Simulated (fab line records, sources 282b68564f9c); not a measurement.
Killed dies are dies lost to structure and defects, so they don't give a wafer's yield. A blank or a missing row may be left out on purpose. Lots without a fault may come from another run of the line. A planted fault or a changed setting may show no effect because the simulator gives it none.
fab line records | flow rit_cmos
record lots=5 wafers=23
route steps=202 shown PSD@144 SDANNEAL@153 CONTACT@168 M1@190
start_h: hours from the record's first day to the start of the lot's first wafer shown | wait_h: hours since the lot's step before | " the same as in the row above | L1.1+2: a row that stands for several wafers | - no value, or no start given | * or withheld: withheld | < > ~ a bound
route shown NAME@n: a module of which the file shows steps, and the number in the route of the first | usual: mean/standard deviation of fault-free wafers | same: alike in all rows | chamber/n: place in a boat | sites: the reading at each site | _std_site: their standard deviation | _edge_site: outer sites' mean less inner sites' | radius_mm: how far each site lies from the wafer's centre | mask NAME#n: copy n | behind: the tool/chamber that last shaped the wafer | hold: why the lot was held/for how many hours/how that ended | device: the transistor (n, p or np) that didn't switch | end of line: the same wafers' tests at the end of the route | a step without rows: its recipe alone | killed: dies lost to structure and defects at the first sort, not the wafer's yield | map: a wafer's dies, x killed, . not, _ none there
set.NAME: the setting as run; set.NAME@STEP: as run at that earlier step | model.NAME: the simulator's own value behind a step, which no gauge read
lots whose settings were changed on purpose; a table a step, a row a wafer
## steps
# step RIT_PSD_SOFTBAKE_02
# recipe resist=NOVOLAK temp_c=90 time_s=60
# columns lot.wafer tool chamber start_h wait_h set.temp_c
L076.1+4 litho_track-03 0 63.75 0.1 93.1
L076.2+3+5 " 0 " " 90
L080.1+4+6 litho_track-03 0 82.25 0.1 92.55
L080.2+3 " 0 " " 90
L081.1+2+3 litho_track-02 0 86.32 0.1 86.39
L081.5+6 " 0 " " 90
L082.1+3+6 litho_track-04 0 93.85 0.1 90
L085.1+2+4+5+6 litho_track-04 0 107.52 0.1 90
# step RIT_PSD_EXPOSE_03
# recipe mask_id=M10 na=0.57 target_cd_nm=40900 dose_mj=250
# step RIT_PSD_PEB_04
# recipe resist=NOVOLAK temp_c=withheld time_s=withheld
# step RIT_PSD_DEVELOP_05
# recipe resist=NOVOLAK develop_time_s=50 dev_temp_c=23
# columns lot.wafer tool chamber start_h wait_h set.temp_c@PSD_SOFTBAKE_02 model.NOVOLAK_of_PSD_COAT_01.thk_nm
L076.1 litho_track-04 0 - - 93.1 989.2
L076.2 " 0 " " 90 994.6
L076.3 " 0 " " 90 997
L076.4 " 0 " " 93.1 987.1
L076.5 " 0 " " 90 997.4
L080.1 litho_track-04 0 - - 92.55 994.8
L080.2 " 0 " " 90 1001
L080.3 " 0 " " 90 1002
L080.4 " 0 " " 92.55 994.6
L080.6 " 0 " " 92.55 991.8
L081.1 litho_track-02 0 - - 86.39 1015
L081.2+3 " 0 " " 86.39 1011
L081.5+6 " 0 " " 90 1002
L082.1 litho_track-02 0 - - 90 1000
L082.3 " 0 " " 90 1005
L082.6 " 0 " " 90 1002
L085.1 litho_track-04 0 - - 90 1002
L085.2+6 " 0 " " 90 1003
L085.4 " 0 " " 90 1004
L085.5 " 0 " " 90 1001
# step RIT_SDANNEAL_CLEAN_00
# recipe chemistry=SC1 mix=3:3:50 time_s=600 temp_c=75
# columns lot.wafer tool chamber start_h wait_h set.time_s model.poly-Si_of_GATE_CVD_08.thk_nm
L076.1 - - - 0.1 650.6 145.7
L076.2 " - " " 650.6 147.4
L076.3 " - " " 650.6 138.8
L076.4 " - " " 650.6 140.9
L076.5 " - " " 650.6 142.9
L080.1 - - - 0.1 669.6 134.2
L080.2 " - " " 669.6 134.3
L080.3 " - " " 669.6 132.9
L080.4 " - " " 669.6 137.8
L080.6 " - " " 669.6 136.5
L081.1 - - - 0.1 544 192.8
L081.2 " - " " 544 189.1
L081.3 " - " " 544 186.7
L081.5 " - " " 544 190.3
L081.6 " - " " 544 189.9
L082.1 wet_bench-03 0 94.97 0.1 600 158.5
L082.3 " 0 " " 600 162.3
L082.6 " 0 " " 600 161.1
L085.1 - - - 0.1 600 176.9
L085.2 " - " " 600 177.2
L085.4 " - " " 600 177
L085.5 " - " " 600 177.5
L085.6 " - " " 600 176.6
# step RIT_CONTACT_CVD_00
# recipe material=SiO2 target_thk_nm=400 precursor=TEOS temp_c=390 time_s=61 rf_w=400
# columns lot.wafer tool chamber start_h wait_h set.time_s model.SiO2_of_CONTACT_CVD_00.thk_nm
L076.1 pecvd-02 2 66.67 0.1 57.23 367
L076.2 " 1 " " 61 398.3
L076.3 " 0 " " 61 399.1
L076.4 " 2 " " 61 400.5
L076.5 " 0 " " 57.23 374.4
L080.1 pecvd-01 0 84.81 0.1 61 394.8
L080.2 " 2 " " 61 403.7
L080.3 " 1 " " 61 396.9
L080.4 " 0 " " 65.15 431.8
L080.6 " 1 " " 65.15 433
L081.1+3 pecvd-04 0,1 89.09 0.1 64.76 415.8
L081.2 " 2 " " 61 391.2
L081.5 " 2 " " 61 399
L081.6 " 1 " " 64.76 419.6
L082.1 pecvd-02 2 96.44 0.1 61 392.1
L082.3 " 0 " " 61 388.5
L082.6 " 0 " " 61 396.5
L085.1 pecvd-02 2 110.27 0.1 61 390.7
L085.2 " 1 " " 61 394.8
L085.4 " 0 " " 56.34 366.6
L085.5 " 1 " " 56.34 369
L085.6 " 2 " " 56.34 373.1
# step RIT_CONTACT_THK_MEAS_01
# recipe reads=SiO2_of_CONTACT_CVD_00
# usual CONTACT_TEOS_THK=397/4.7
# columns lot.wafer tool chamber start_h wait_h set.time_s@CONTACT_CVD_00 CONTACT_TEOS_THK[nm]
L076.1 film_metro-04 - 66.72 0.0 57.23 367
L076.2 " - " " 61 398
L076.3 " - " " 61 399
L076.4 " - " " 61 401
L076.5 " - " " 57.23 374
L080.1 film_metro-02 - 84.86 0.0 61 395
L080.2 " - " " 61 404
L080.3 " - " " 61 397
L080.4 " - " " 65.15 432
L080.6 " - " " 65.15 433
L081.1 film_metro-01 - 89.15 0.0 64.76 416
L081.2 " - " " 61 391
L081.3 " - " " 64.76 416
L081.5 " - " " 61 399
L081.6 " - " " 64.76 419
L082.1 film_metro-01 - 96.49 0.0 61 392
L082.3 " - " " 61 389
L082.6 " - " " 61 396
L085.1 film_metro-02 - 110.32 0.0 61 391
L085.2 " - " " 61 395
L085.4 " - " " 56.34 367
L085.5 " - " " 56.34 369
L085.6 " - " " 56.34 373
# step RIT_M1_EXPOSE_06
# recipe mask_id=M12 na=0.6 source_shape=conventional sigma_outer=0.5 target_cd_nm=2600 dose_mj=250
# columns lot.wafer tool chamber start_h wait_h mask set.dose_mj
L076.1+2+3+4+5 iline_stepper-02 0 69.95 0.1 M12#0 250
L080.1+2+6 iline_stepper-02 0 88.17 0.1 M12#0 250
L080.3+4 " 0 " " M12#0 241.5
L081.1+2 iline_stepper-01 0 92.79 0.2 M12#0 250
L081.3+5+6 " 0 " " M12#0 261.4
L082.1+3+6 iline_stepper-02 0 100.07 0.2 M12#0 250
L085.1+4+6 iline_stepper-01 0 113.58 0.2 M12#0 250
L085.2+5 " 0 " " M12#0 257.4
# step RIT_M1_PEB_07
# recipe resist=NOVOLAK temp_c=withheld time_s=withheld
# step RIT_M1_DEVELOP_08
# recipe resist=NOVOLAK develop_time_s=68 dev_temp_c=22.29
# step RIT_M1_CD_MEAS_09
# recipe target_cd_nm=2600
# usual cd_nm=2598.8/2.9
# columns lot.wafer tool chamber start_h wait_h set.dose_mj@M1_EXPOSE_06 cd_nm
L076.1 cd_sem-02 - 70.53 - 250 2600.0
L076.2 " - " " 250 2599.9
L076.3 " - " " 250 2599.4
L076.4 " - " " 250 2599.6
L076.5 " - " " 250 2600.1
L080.1 cd_sem-01 - 88.60 - 250 2605.0
L080.2 " - " " 250 2603.6
L080.3 " - " " 241.5 2613.3
L080.4 " - " " 241.5 2613.9
L080.6 " - " " 250 2602.7
L081.1 cd_sem-01 - 93.22 - 250 2601.1
L081.2 " - " " 250 2601.6
L081.3 " - " " 261.4 2587.6
L081.5 " - " " 261.4 2588.5
L081.6 " - " " 261.4 2589.6
L082.1 cd_sem-01 - 100.50 - 250 2600.3
L082.3 " - " " 250 2599.2
L082.6 " - " " 250 2603.5
L085.1 cd_sem-01 - 114.01 - 250 2597.4
L085.2 " - " " 257.4 2590.8
L085.4 " - " " 250 2597.5
L085.5 " - " " 257.4 2590.1
L085.6 " - " " 250 2599.5
# step RIT_M1_METAL_ETCH_12
# recipe stop_on=SiO2 chemistry=Cl2/BCl3 target=Al time_s=165 over_etch_frac=0.5 pressure_mtorr=100 target_depth_a=6000 rf_w=250 Cl2_flow_sccm=60 bcl3_flow_sccm=50
# columns lot.wafer tool chamber start_h wait_h set.over_etch_frac set.time_s@CONTACT_CVD_00 model.NOVOLAK_of_M1_COAT_04.thk_nm model.SiO2_of_CONTACT_CVD_00.thk_nm
L076.1 rie_metal-01 0 70.98 0.2 0.6152 57.23 780.2 328.5
L076.2 " 1 " " 0.6152 61 780.2 360.1
L076.3 " 0 " " 0.5 61 799.2 363.1
L076.4 " 1 " " 0.6152 61 779.1 362.3
L076.5 " 1 " " 0.5 57.23 805.3 338.8
L080.1 rie_metal-04 1 89.01 0.2 0.6287 61 765.9 354.3
L080.2 " 0 " " 0.6287 61 774.5 363.9
L080.3 " 0 " " 0.5 61 799 360.2
L080.4 " 1 " " 0.5 65.15 791.1 394.3
L080.6 " 1 " " 0.5 65.15 792.5 395.4
L081.1 rie_metal-03 0 93.62 0.2 0.5 64.76 801.7 380.1
L081.2 " 1 " " 0.5 61 788.3 354.3
L081.3 " 0 " " 0.4438 64.76 814.7 381.2
L081.5 " 0 " " 0.5 61 805.1 363.2
L081.6 " 1 " " 0.4438 64.76 808.2 384.3
L082.1 rie_metal-01 1 100.90 0.2 0.5 61 801.6 356.4
L082.3 " 1 " " 0.5 61 801.4 352.9
L082.6 " 1 " " 0.5 61 803.2 361
L085.1 rie_metal-01 0 114.41 0.2 0.427 61 817.4 356.5
L085.2 " 1 " " 0.5 61 804 358.9
L085.4 " 1 " " 0.5 56.34 804.5 330.8
L085.5 " 1 " " 0.427 56.34 818 334.8
L085.6 " 0 " " 0.5 56.34 803.5 337.2
# step RIT_M1_STRIP_13
# recipe chemistry=nmp resist=NOVOLAK temp_c=80 time_s=600 dry=n2_spin
# step RIT_M1_STRIP_14
# recipe chemistry=O2 time_s=180 platen_temp_c=withheld power_w=500 pressure_mtorr=4000 o2_flow_sccm=4000
# step RIT_M1_CD_MEAS_90
# recipe target_cd_nm=2600
# usual cd_nm=2599/3.1
# columns lot.wafer tool chamber start_h wait_h set.dose_mj@M1_EXPOSE_06 cd_nm
L076.1 cd_sem-01 - 71.67 0.1 250 2598
L076.2 " - " " 250 2599
L076.3 " - " " 250 2601
L076.4 " - " " 250 2599
L076.5 " - " " 250 2602
L080.1 cd_sem-02 - 89.52 0.1 250 2600
L080.2 " - " " 250 2602
L080.3 " - " " 241.5 2613
L080.4 " - " " 241.5 2611
L080.6 " - " " 250 2600
L081.1 cd_sem-02 - 94.15 0.1 250 2603
L081.2 " - " " 250 2600
L081.3 " - " " 261.4 2591
L081.5 " - " " 261.4 2592
L081.6 " - " " 261.4 2590
L082.1 cd_sem-02 - 101.59 0.1 250 2600
L082.3 " - " " 250 2598
L082.6 " - " " 250 2605
L085.1 cd_sem-02 - 114.93 0.1 250 2600
L085.2 " - " " 257.4 2593
L085.4 " - " " 250 2598
L085.5 " - " " 257.4 2595
L085.6 " - " " 250 2600
## key
split step=RIT_PSD_SOFTBAKE_02 setting=temp_c stated=90 by=wafer
response step=RIT_PSD_DEVELOP_05 reading=model.NOVOLAK_of_PSD_COAT_01.thk_nm change=-2.48 per=1% r=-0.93
split step=RIT_SDANNEAL_CLEAN_00 setting=time_s stated=600 by=lot
response step=RIT_SDANNEAL_CLEAN_00 reading=model.poly-Si_of_GATE_CVD_08.thk_nm change=-2.69 per=1% r=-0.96
split step=RIT_CONTACT_CVD_00 setting=time_s stated=61 by=wafer
response step=RIT_CONTACT_CVD_00 reading=model.SiO2_of_CONTACT_CVD_00.thk_nm change=+3.98 per=1% r=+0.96
response step=RIT_CONTACT_THK_MEAS_01 reading=CONTACT_TEOS_THK change=+3.98 per=1% r=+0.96
response step=RIT_M1_METAL_ETCH_12 reading=model.SiO2_of_CONTACT_CVD_00.thk_nm change=+4.07 per=1% r=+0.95
split step=RIT_M1_EXPOSE_06 setting=dose_mj stated=250 by=wafer
response step=RIT_M1_CD_MEAS_09 reading=cd_nm change=-2.78 per=1% r=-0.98
response step=RIT_M1_CD_MEAS_90 reading=cd_nm change=-2.55 per=1% r=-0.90
split step=RIT_M1_METAL_ETCH_12 setting=over_etch_frac stated=0.5 by=wafer
response step=RIT_M1_METAL_ETCH_12 reading=model.NOVOLAK_of_M1_COAT_04.thk_nm change=-0.967 per=1% r=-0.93
